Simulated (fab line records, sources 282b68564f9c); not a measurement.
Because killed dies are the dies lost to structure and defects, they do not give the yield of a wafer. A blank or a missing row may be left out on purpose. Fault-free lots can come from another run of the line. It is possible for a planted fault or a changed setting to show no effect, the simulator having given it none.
Code-filled problem report in 8D (eight disciplines) form ; flow ritCmos ; the parts of the form that need people (team, actions taken, sign-off) are left out

1. WHAT WENT WRONG
Wafers free of any fault read 353 nm (standard deviation 8.4) for FOX1_OXIDE_THK at RIT_FOX1_THK_MEAS_01, against a mean of 304 nm on 6 wafers of 2 lots. Relative to the usual mean, that is a shift of -5.8 standard deviations.
First seen on wafer L288.2, day 3 09:10, on filmMetro-01. The record holds 42 wafers of 14 lots with a number at this step. The rule behind "out" and "out of limits": a value lying over 4 standard deviations away from the usual mean. Any other wafer with a number is counted as sound.

2. WHAT IT IS AND WHAT IT IS NOT
question;is;is not
which readings at this step;FOX1_OXIDE_THK;-
which lots;L288, L294;L280, L281, L282, L283, L284, L285, L286, L287, L290, L297, L300, L301
which wafers of those lots;all that have a number;-
read on which gauges;filmMetro-01, filmMetro-03;-
when;from day 3 09:10;"up to then (24 sound wafers); but 12 sound wafers of L290, L297, L300, L301 came after"

3. SUSPECTS, AND WHAT RULES EACH OUT
Counting: a tool at any process step up to the reading remains a suspect when it ran all the lots that are out and ran no sound lot after the first of those.
- the gauge at RIT_FOX1_THK_MEAS_01 has been ruled out. Those wafers that are out were read across 2 gauges (filmMetro-01, filmMetro-03).
- furnace-03 at RIT_FOX1_OXIDATION_00 (target thk 350.7 nm, ox time 1130 s): kept. Every lot that is out went through it, starting with L288 (day 3 07:51), and after that it ran no sound lot; the last sound lot it ran before then is L287 (day 3 04:32). Its own spikeTcCentreC, spikeTcLoadC, spikeTcSourceC, tubeCenterTempC, tube_center_temp_C_max readings are out on those wafers.
Remaining after the count: furnace-03 at RIT_FOX1_OXIDATION_00.

4. THE CAUSE (what the simulator had put in)
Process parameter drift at RIT_FOX1_OXIDATION_00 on furnace-03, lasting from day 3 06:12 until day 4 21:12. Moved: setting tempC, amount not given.
The count eliminated every tool but this one.

5. THE EFFECT CHAIN, in route order
Rows list readings where the struck wafers' mean (over those with a number) sits beyond 3 standard deviations from the usual. Scope: only readings with a usual standard deviation given in the record; hours: median across lots of the time from each lot's start at the first step in this table that gives one to its start at this step; sigmas: change in usual standard deviations.
hours;step;reading;usual;on struck wafers;change;sigmas
0;RIT_FOX1_OXIDATION_00;spikeTcCentreC;1102.4 C;1076.8;-25.6;-18
0;RIT_FOX1_OXIDATION_00;spikeTcLoadC;1128.0 C;1102.8;-25.2;-17
0;RIT_FOX1_OXIDATION_00;spikeTcSourceC;1122 C;1100;-22;-5.5
0;RIT_FOX1_OXIDATION_00;tubeCenterTempC;1100 C;1075;-25;-99 or more
0;RIT_FOX1_OXIDATION_00;tube_center_temp_C_max;1102.8;1077.6;-25.2;-57
1;RIT_FOX1_THK_MEAS_01;FOX1_OXIDE_THK;353 nm;304;-48;-5.8
It contains these process steps:
- RIT_FOX1_OXIDATION_00: target thk 350.7 nm, ox time 1130 s.

6. WHAT WOULD HAVE CAUGHT IT SOONER
The first out-of-limits reading at a measuring or inspecting step in this record came at day 3 09:10, 3 hours after the fault's start at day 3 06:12.
Tool's own readings at RIT_FOX1_OXIDATION_00, spikeTcCentreC, spikeTcLoadC, spikeTcSourceC, tubeCenterTempC, tube_center_temp_C_max: out on all struck wafers the step has rows for; an alarm limit on them would have tripped on the first.
Lots out: 2; of these, L294 started RIT_FOX1_OXIDATION_00 on furnace-03 after day 3 09:10. A tool hold placed at that time would have kept it from harm.
